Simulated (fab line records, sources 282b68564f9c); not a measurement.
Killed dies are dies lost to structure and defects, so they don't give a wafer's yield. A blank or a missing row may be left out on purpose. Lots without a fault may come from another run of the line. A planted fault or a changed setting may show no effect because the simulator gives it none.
A struck lot beside a sound one | flow rit_cmos | 19 steps out of a route of 202
Sound: wafers L548.2, L548.4, L548.5. Struck: wafers L553.1, L553.5, L553.6. The cause comes at the end.
At each step with rows: each side's tool, then ch and its chambers, then its first start. Under that, the readings that differ: sound wafers | struck wafers | difference of the means | sigmas: that difference in standard deviations of wafers without a fault.
alike: readings whose means differ by less than 2 such deviations, and words and numbers that are the same on both sides. not compared: withheld readings, readings that some wafer has no value for, bounds like >300 that may hide the same value, and numbers for which the record gives no deviation and whose values overlap.
The two part at a step that has a row with sigmas, a row that says differs or no value, or rows on one side only. Numbers that don't overlap but have no deviation are shown without sigmas and don't part them. A reading that every wafer of one side lacks parts them only if that side has two wafers or more.

first, 6 steps without rows for these wafers: RIT_NWELL_HMDS_00 (prime time 60 s); RIT_NWELL_COAT_01 (resist thk 1300 nm); RIT_NWELL_SOFTBAKE_02 (time 60 s); RIT_NWELL_EXPOSE_03 (exposes mask M2, target cd 43900 nm); RIT_NWELL_PEB_04; RIT_NWELL_DEVELOP_05 (develop time 68 s).
RIT_NWELL_OVL_MEAS_06:
  sound on overlay-01, day 1 21:21; struck on overlay-02, day 2 21:15
  alike: NWELL_OVL
then, 2 steps without rows for these wafers: RIT_NWELL_HARDBAKE_07 (time 120 s); RIT_NWELL_IMPLANT_08.
RIT_NWELL_STRIP_09: strips in O2, time 180 s.
  sound on plasma_asher-03 ch 1, day 1 21:47; struck on plasma_asher-03 ch 0,1, day 2 21:41
  alike: drypump_motor_current_A
  not compared: rf_hours_counter_h
RIT_NWELL_TW_MEAS_10:
  sound on film_metro-03, day 1 21:58; struck on film_metro-02, day 2 21:52
  alike: NWELL_TW
then, 1 step without rows for these wafers: RIT_PWELL_HMDS_00 (prime time 60 s).
RIT_PWELL_COAT_01: resist thk 1300 nm.
  sound on litho_track-01 ch 0, day 1 22:17; struck on litho_track-03, day 2 22:04
  no value came back on the struck wafers for chill_plate_temp_C (C), dispense_pressure_kPa (kPa); on the sound wafers chill_plate_temp_C (C) reads 22.93 22.86 23.10
then, 4 steps without rows for these wafers: RIT_PWELL_SOFTBAKE_02 (time 60 s); RIT_PWELL_EXPOSE_03 (exposes mask M3, target cd 43700 nm); RIT_PWELL_PEB_04; RIT_PWELL_DEVELOP_05 (develop time 68 s).
RIT_PWELL_OVL_MEAS_06:
  sound on overlay-02, day 1 23:00; struck on overlay-01, day 2 23:01
  reading        | sound       | struck | difference                    | sigmas
  PWELL_OVL (nm) | 0.6 0.8 0.5 | - - -  | no value on the struck wafers |
then, 1 step without rows for these wafers: RIT_PWELL_HARDBAKE_07 (time 120 s).

WHERE THEY PART
First at RIT_PWELL_COAT_01; last, within this record, at RIT_PWELL_OVL_MEAS_06.

WHY: what the simulator had put in
Skipped step whole: litho_track-03, from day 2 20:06 on, at RIT_PWELL_COAT_01. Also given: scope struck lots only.
